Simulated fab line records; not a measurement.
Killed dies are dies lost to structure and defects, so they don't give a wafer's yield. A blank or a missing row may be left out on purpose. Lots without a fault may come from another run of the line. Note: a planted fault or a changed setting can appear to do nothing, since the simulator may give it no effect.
Matching of chambers    flow rit cmos    3 sister chambers for RIT_SILICIDE_WET_ETCH_00 on wet bench-02
The step etches SiO2 in BOE, target depth 14 nm, time 15 s. 6 wafers are shown with their chamber, then 8 later ones without.

== WAFERS PAIRED WITH THEIR CHAMBERS ==
wafer   chamber  bath heat duty pct (%)
L079.3  0        1.3
L079.6  0        2.1
L083.6  3        2.0
L085.4  1        1.8
L085.6  1        1.7
L086.2  3        2.4

== WAFERS MISSING THEIR CHAMBER ==
wafer   bath heat duty pct (%)
L086.3  2.2
L086.5  2.5
L089.1  2.1
L089.2  2.5
L089.6  1.8
L093.1  1.4
L093.2  1.1
L093.3  2.2

== CHAMBER TAKEN BY EACH ==
wafer   from the rows above           in truth
L086.3  can't be placed: 3 or 1 or 0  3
L086.5  can't be placed: 3 or 1 or 0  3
L089.1  can't be placed: 3 or 1 or 0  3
L089.2  can't be placed: 3 or 1 or 0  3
L089.6  can't be placed: 1 or 0 or 3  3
L093.1  can't be placed: 0 or 1 or 3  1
L093.2  can't be placed: 0 or 1 or 3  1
L093.3  can't be placed: 3 or 1 or 0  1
Correctly placed: 0 of 8. Not placeable from these rows: 8 (in 8, the candidates include the true chamber). Number placed wrongly: 0.
How it was worked out, from the rows above alone: a wafer's distance from a chamber is the root of the sum, over the readings, of the square of ((its reading less the chamber's mean) divided by the reading's scatter). If the next closest chamber is less than 2 further off than the closest, the wafer can't be placed; otherwise it belongs to the closest. Each chamber's mean is taken over the wafers shown for it. The scatter is the square root of a quotient: the sum, over the shown wafers, of each reading's squared deviation from its chamber's mean, divided by wafers minus chambers.
